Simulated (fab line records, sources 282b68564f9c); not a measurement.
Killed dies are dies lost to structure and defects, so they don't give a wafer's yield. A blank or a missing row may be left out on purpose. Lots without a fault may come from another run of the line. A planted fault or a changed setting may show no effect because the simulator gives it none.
Which tool did it? | flow rit_cmos | 7 lots, 21 wafers sampled, at 2 steps of a route of 202

WHAT THE GAUGES READ, wafer by wafer
RIT_NWELL_OVL_MEAS_06.
lot  | measured    | on         | NWELL_OVL (nm)
L669 | day 2 01:23 | overlay-01 | -0.8 0.1 2.8
L672 | day 2 17:28 | overlay-01 | 1.6 0.9 2.3
L677 | day 3 19:34 | overlay-01 | -1.1 0.6 -1.3
L681 | day 4 14:12 | overlay-02 | 3.1 1.3 2.7
L684 | day 5 04:18 | overlay-02 | 0.6 -0.7 0.9
L686 | day 5 15:33 | overlay-01 | 0.5 1.2 -1.0
L689 | day 6 05:25 | overlay-01 | -0.9 -1.0 -0.7

WHICH TOOL RAN EACH LOT (tool, then ch and the chambers of the sampled wafers, then the start)
lot  | RIT_ACTIVE_STRIP_14
L669 | plasma_asher-02 ch 0,1, day 1 19:50
L672 | plasma_asher-02 ch 0,1, day 2 11:05
L677 | plasma_asher-03 ch 0,1, day 3 14:02
L681 | plasma_asher-01 ch 0,1, day 4 07:50
L684 | plasma_asher-03 ch 0,1, day 4 22:58
L686 | plasma_asher-03 ch 0,1, day 5 08:58
L689 | plasma_asher-01 ch 0,1, day 5 23:58
- RIT_ACTIVE_STRIP_14: strips in O2, time 180 s.

THE ANSWER, worked out from the rows above alone
Rule: what is usual is taken from the lots themselves. Put in order of their means at a reading, lots are off if they are a third of the lots or fewer, leave a main group of 4 or more, and stand apart from it by a gap of 3 or more times the standard deviation of the main group's means; of several such gaps the widest counts. A main group whose means are all the same, to the digits that the tables above print for the reading, isn't used. A lot without any number at a reading at which 4 lots or more have one is off too. The other lots that the step has rows for count as sound.
No lot is off at any reading shown: from this, nothing can be told.

WHAT THE SIMULATOR HAD PUT IN
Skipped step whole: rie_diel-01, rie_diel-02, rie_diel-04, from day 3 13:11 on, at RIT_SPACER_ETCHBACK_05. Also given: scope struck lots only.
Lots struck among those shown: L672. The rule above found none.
